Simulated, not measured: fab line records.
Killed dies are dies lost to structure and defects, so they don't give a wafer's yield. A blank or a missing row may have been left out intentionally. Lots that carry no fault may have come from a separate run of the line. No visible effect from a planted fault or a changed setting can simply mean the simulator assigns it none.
Which tool was responsible? / flow berkeley cmos170 / 14 lots, 40 wafers sampled, at 3 steps of a route of 331

WHAT THE GAUGES SHOWED, per wafer
UCB170_NLDD_TW_MEAS_11. Usual: NLDD_TW gives 2234 (standard deviation 13).
lot=L272; measured=day 6 03:06; on=film metro-03; NLDD_TW=2238 2230 2237; flag=
lot=L276; measured=day 7 13:37; on=film metro-03; NLDD_TW=2225 2223 2219; flag=
lot=L279; measured=day 7 13:54; on=film metro-03; NLDD_TW=2220 2235 2226; flag=
lot=L278; measured=day 7 14:02; on=film metro-03; NLDD_TW=2224 2219 2227; flag=
lot=L280; measured=day 7 22:26; on=film metro-01; NLDD_TW=2232 2222 2240; flag=
lot=L282; measured=day 7 23:34; on=film metro-01; NLDD_TW=2252 2246 2249; flag=
lot=L283; measured=day 8 11:56; on=film metro-04; NLDD_TW=2159 2165 2163 2152; flag=OFF
lot=L284; measured=day 8 18:55; on=film metro-01; NLDD_TW=2122 2116 2130 2126; flag=OFF
lot=L287; measured=day 9 10:34; on=film metro-01; NLDD_TW=2232 2214 2226; flag=
lot=L289; measured=day 9 12:18; on=film metro-03; NLDD_TW=2228 2221 2221; flag=
lot=L290; measured=day 10 02:06; on=film metro-03; NLDD_TW=2225 2235 2236; flag=
lot=L292; measured=day 10 15:30; on=film metro-04; NLDD_TW=2245 2249 2248; flag=
lot=L294; measured=day 10 15:47; on=film metro-01; NLDD_TW=2233 2247 2234; flag=
lot=L295; measured=day 11 03:16; on=film metro-01; NLDD_TW=2218 2218 2219; flag=

UCB170_SDANNEAL_RS_MEAS_05: measurement is done with a four-point probe. Usual: NLDD_RS gives 615.7 ohm/sq (standard deviation 1.3).
lot=L272; measured=day 6 13:20; on=film metro-01; NLDD_RS (ohm/sq)=614.8 615.2 613.9; flag=
lot=L276; measured=day 7 23:38; on=film metro-04; NLDD_RS (ohm/sq)=615.5 616.0 615.6; flag=
lot=L279; measured=day 7 22:41; on=film metro-03; NLDD_RS (ohm/sq)=616.8 616.8 615.4; flag=
lot=L278; measured=day 8 00:01; on=film metro-03; NLDD_RS (ohm/sq)=616.0 616.3 616.8; flag=
lot=L280; measured=day 8 11:01; on=film metro-03; NLDD_RS (ohm/sq)=613.9 616.1 616.1; flag=
lot=L282; measured=day 8 10:13; on=film metro-03; NLDD_RS (ohm/sq)=613.9 615.4 613.5; flag=
lot=L283; measured=day 9 09:13; on=film metro-03; NLDD_RS (ohm/sq)=536.6 536.1 536.3 535.0; flag=OFF
lot=L284; measured=day 9 08:37; on=film metro-01; NLDD_RS (ohm/sq)=537.4 537.3 537.5 536.5; flag=OFF
lot=L287; measured=day 9 19:56; on=film metro-01; NLDD_RS (ohm/sq)=614.2 614.9 616.8; flag=
lot=L289; measured=day 9 20:29; on=film metro-03; NLDD_RS (ohm/sq)=614.9 615.7 617.4; flag=
lot=L290; measured=day 10 13:04; on=film metro-01; NLDD_RS (ohm/sq)=616.0 615.9 613.7; flag=
lot=L292; measured=day 11 00:58; on=film metro-01; NLDD_RS (ohm/sq)=615.1 615.0 614.2; flag=
lot=L294; measured=day 11 01:08; on=film metro-03; NLDD_RS (ohm/sq)=619.2 615.7 616.9; flag=
lot=L295; measured=day 11 12:43; on=film metro-03; NLDD_RS (ohm/sq)=615.3 616.5 615.4; flag=

TOOL THAT RAN EACH LOT (tool first, then ch and the chambers of the sampled wafers, then the start)
lot=L272; UCB170_NLDD_IMPLANT_08=implanter-03 ch 0, day 6 02:43
lot=L276; UCB170_NLDD_IMPLANT_08=implanter-03 ch 0, day 7 13:13
lot=L279; UCB170_NLDD_IMPLANT_08=implanter-03 ch 0, day 7 13:30
lot=L278; UCB170_NLDD_IMPLANT_08=implanter-02 ch 0, day 7 13:40
lot=L280; UCB170_NLDD_IMPLANT_08=implanter-01 ch 0, day 7 22:02
lot=L282; UCB170_NLDD_IMPLANT_08=implanter-01 ch 0, day 7 23:10
lot=L283; UCB170_NLDD_IMPLANT_08=implanter-01 ch 0, day 8 11:32
lot=L284; UCB170_NLDD_IMPLANT_08=implanter-01 ch 0, day 8 18:32
lot=L287; UCB170_NLDD_IMPLANT_08=implanter-02 ch 0, day 9 10:10
lot=L289; UCB170_NLDD_IMPLANT_08=implanter-03 ch 0, day 9 11:52
lot=L290; UCB170_NLDD_IMPLANT_08=implanter-02 ch 0, day 10 01:42
lot=L292; UCB170_NLDD_IMPLANT_08=implanter-02 ch 0, day 10 15:06
lot=L294; UCB170_NLDD_IMPLANT_08=implanter-03 ch 0, day 10 15:23
lot=L295; UCB170_NLDD_IMPLANT_08=implanter-02 ch 0, day 11 02:54
- UCB170_NLDD_IMPLANT_08

WHAT THE TOOLS THEMSELVES READ (means of the sampled wafers that have a number; where no wafer has one, the mark that the record gives instead)
UCB170_NLDD_IMPLANT_08. Usual: tilt deg 7.001 degrees, standard deviation 0.02.
lot=L272; tool=implanter-03; tilt deg (degrees)=6.980; flag=
lot=L276; tool=implanter-03; tilt deg (degrees)=7.018; flag=
lot=L279; tool=implanter-03; tilt deg (degrees)=7.007; flag=
lot=L278; tool=implanter-02; tilt deg (degrees)=7.004; flag=
lot=L280; tool=implanter-01; tilt deg (degrees)=7.019; flag=
lot=L282; tool=implanter-01; tilt deg (degrees)=7.006; flag=
lot=L283; tool=implanter-01; tilt deg (degrees)=0.027; flag=OFF
lot=L284; tool=implanter-01; tilt deg (degrees)=0.019; flag=OFF
lot=L287; tool=implanter-02; tilt deg (degrees)=6.988; flag=
lot=L289; tool=implanter-03; tilt deg (degrees)=7.003; flag=
lot=L290; tool=implanter-02; tilt deg (degrees)=7.009; flag=
lot=L292; tool=implanter-02; tilt deg (degrees)=6.973; flag=
lot=L294; tool=implanter-03; tilt deg (degrees)=6.986; flag=
lot=L295; tool=implanter-02; tilt deg (degrees)=7.011; flag=

THE ANSWER, worked out from the rows above alone
Rule: take the mean of a lot's wafers that have a number; if it is more than 3 standard deviations from the usual mean, the lot is off. A lot without any number at a reading at which 4 lots or more have one is off too. The other lots that the step has rows for count as sound. After the gauges, taken in route order, come the tools' own readings; for these a lot's mean is taken, as printed above. At the first step where some lot is off, the reading lying furthest off is the one used; lots without a number count as furthest.
Off: at UCB170_NLDD_TW_MEAS_11 (NLDD_TW), L283, L284.
If a tool, at a process step before that reading, ran all the lots that are off and no sound lot after the first of them, it fits. The gauges at UCB170_NLDD_TW_MEAS_11 aren't tried: what is off there is off at UCB170_NLDD_IMPLANT_08 too, on other tools, and a gauge's error can't cause that. One fits: UCB170_NLDD_IMPLANT_08 on implanter-01. A fault onset in the window from L282 (day 7 23:10, its last sound lot) to L283 (day 8 11:32, its first lot off) fits.
The tool's own readings at UCB170_NLDD_IMPLANT_08 bear it out: on the lots that are off they differ by more than 5 times the standard deviation of the sound lots' means. tilt deg reads 0.023 degrees there against 7.000 degrees on the sound lots.

WHAT HAD BEEN PUT IN BY THE SIMULATOR
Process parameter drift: implanter-01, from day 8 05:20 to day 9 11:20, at UCB170_NLDD_IMPLANT_08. A move of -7 in setting tilt deg, from 7. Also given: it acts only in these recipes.
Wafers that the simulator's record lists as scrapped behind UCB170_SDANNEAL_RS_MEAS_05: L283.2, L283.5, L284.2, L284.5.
Struck lots among those shown: L283, L284. The rule above reached the same finding.
